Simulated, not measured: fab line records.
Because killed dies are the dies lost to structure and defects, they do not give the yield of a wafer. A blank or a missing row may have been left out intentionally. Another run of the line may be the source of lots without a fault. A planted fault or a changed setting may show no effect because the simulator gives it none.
The tool behind it: which one? :: flow berkeleyCmos170 :: 7 lots, 21 wafers sampled, at 3 steps of a route of 331

== WHAT THE GAUGES READ, wafer by wafer ==
UCB170_NSD_TW_MEAS_10.
lot: L484
measured: day 8 06:41
on: filmMetro-03
NSD_TW: 4268 4257 4248

lot: L486
measured: day 8 07:07
on: filmMetro-01
NSD_TW: 4290 4267 4256

lot: L485
measured: day 8 07:12
on: filmMetro-04
NSD_TW: 4187 4216 4196

lot: L493
measured: day 9 15:28
on: filmMetro-01
NSD_TW: 4224 4208 4219

lot: L494
measured: day 9 16:01
on: filmMetro-04
NSD_TW: 4456 4452 4440

lot: L497
measured: day 11 00:43
on: filmMetro-04
NSD_TW: 4171 4185 4177

lot: L499
measured: day 11 05:38
on: filmMetro-01
NSD_TW: 4246 4230 4237

== WHICH TOOL RAN EACH LOT (tool, then ch and the chambers of the sampled wafers, then the start) ==
lot: L484
UCB170_NSD_IMPLANT_08: implanter-01 ch 0, day 8 06:28
UCB170_NSD_STRIP_09: plasmaAsher-04 ch 0,1, day 8 06:37

lot: L486
UCB170_NSD_IMPLANT_08: implanter-02 ch 0, day 8 06:52
UCB170_NSD_STRIP_09: plasmaAsher-03 ch 0,1, day 8 07:01

lot: L485
UCB170_NSD_IMPLANT_08: implanter-01 ch 0, day 8 06:57
UCB170_NSD_STRIP_09: plasmaAsher-04 ch 0,1, day 8 07:06

lot: L493
UCB170_NSD_IMPLANT_08: implanter-04 ch 0, day 9 15:13
UCB170_NSD_STRIP_09: plasmaAsher-04 ch 0,1, day 9 15:22

lot: L494
UCB170_NSD_IMPLANT_08: implanter-02 ch 0, day 9 15:46
UCB170_NSD_STRIP_09: plasmaAsher-03 ch 0,1, day 9 15:55

lot: L497
UCB170_NSD_IMPLANT_08: implanter-01 ch 0, day 11 00:28
UCB170_NSD_STRIP_09: plasmaAsher-03 ch 0,1, day 11 00:37

lot: L499
UCB170_NSD_IMPLANT_08: implanter-04 ch 0, day 11 05:23
UCB170_NSD_STRIP_09: plasmaAsher-02 ch 0,1, day 11 05:32
- UCB170_NSD_IMPLANT_08
- UCB170_NSD_STRIP_09: strips in O2.

== THE ANSWER, worked out from the rows above alone ==
Rule: what is usual is taken from the lots themselves. The widest of any qualifying gaps counts: lots, ordered by their means at a reading, are off when they make up no more than a third of the lots, leave a main group of 4 or more, and stand apart from it by 3 or more times the standard deviation of that group's means. A main group whose means are all the same, to the digits that the tables above print for the reading, isn't used. Also off: a lot with no number at a reading for which 4 or more lots have one. The other lots that the step has rows for count as sound.
Off: at UCB170_NSD_TW_MEAS_10 (NSD_TW), L494. The main group has a mean of 4227 with a standard deviation of 32.
A tool fits if, at a process step before that reading, it ran every lot that is off, and no sound lot after the first of them. The gauges at UCB170_NSD_TW_MEAS_10 are tried like those tools. One fits: UCB170_NSD_IMPLANT_08 on implanter-02. A fault onset in the window from L486 (day 8 06:52, its last sound lot) to L494 (day 9 15:46, its first lot off) fits.

== WHAT THE SIMULATOR PUT IN ==
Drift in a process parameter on implanter-02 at UCB170_NSD_IMPLANT_08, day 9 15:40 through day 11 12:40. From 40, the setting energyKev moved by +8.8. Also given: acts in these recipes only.
Struck lots among those shown: L494. This agrees with what the rule above found.
